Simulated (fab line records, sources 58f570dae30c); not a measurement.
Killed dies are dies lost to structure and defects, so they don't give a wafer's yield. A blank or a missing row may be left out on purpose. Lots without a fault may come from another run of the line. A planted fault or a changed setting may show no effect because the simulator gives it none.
One fault seen from 2 desks | flow berkeley_cmos170 | each desk has only its own numbers; what lay behind them comes last

THE TOOL OWNER'S DESK: pecvd-03
The tool's own readings at UCB170_V1_CVD_00 (deposits SiO2 from TEOS/O2, target thk 2000 nm, time 250 s): means of the sampled wafers that have a number, for each lot that ran on this tool. A lot is out of limits, marked OUT, if its mean lies more than 4 standard deviations from the usual mean; the brackets give that distance.
Columns: A = heater_power_w at UCB170_V1_CVD_00, usual 270 W
lot  | first seen here | A
L631 | day 8 18:10     | 235
L646 | day 11 14:56    | 317
L648 | day 12 05:56    | 281
This desk's finding: nothing out of limits on any of the 3 lots.

THE METROLOGY DESK
What the gauges read, lot by lot, whatever tool the lot ran on: means of the sampled wafers that have a number. A lot is out of limits, marked OUT, if its mean lies more than 4 standard deviations from the usual mean; the brackets give that distance.
Columns: A = cd_nm at UCB170_M1_CD_MEAS_09, usual 700.1 nm; B = M1_OVL at UCB170_M1_OVL_MEAS_10, usual 3 nm; C = cd_nm at UCB170_M1_CD_MEAS_90, usual 699.4 nm; D = V1_TEOS_THK at UCB170_V1_THK_MEAS_01, usual 2006 nm
lot  | first seen here | A     | B  | C     | D
L631 | day 8 15:30     | 703.4 | -0 | 704.2 | 2011
L632 | day 9 02:20     | 700.1 | -3 | 701.0 | 2005
L646 | day 11 13:03    | 702.2 | -2 | 700.0 | 1495 (-20) OUT
L648 | day 12 03:07    | 700.7 | -1 | 699.4 | 1487 (-21) OUT
L647 | day 12 03:53    | 695.9 | -6 | 692.5 | 1997
L650 | day 13 03:41    | 697.4 | 9  | 695.8 | 1980
This desk's finding: out of limits on L646, L648; first on L646, day 11 15:05 (V1_TEOS_THK at UCB170_V1_THK_MEAS_01). In limits: L631, L632, L647, L650.

PUT TOGETHER
The metrology desk could have raised an alarm at day 11 15:05, on L646, L648.
The tool owner's desk saw nothing out of limits.
The tool owner's desk has L646, L648 on record, within its limits.
Of the lots named, all ran UCB170_V1_CVD_00 on pecvd-03.

WHAT THE SIMULATOR HAD PUT IN
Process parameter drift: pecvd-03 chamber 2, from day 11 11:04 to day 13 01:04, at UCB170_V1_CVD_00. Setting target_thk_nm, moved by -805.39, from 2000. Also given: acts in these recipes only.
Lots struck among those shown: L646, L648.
Hours from the fault's start to each desk's first reading out of limits: the metrology desk, 4.
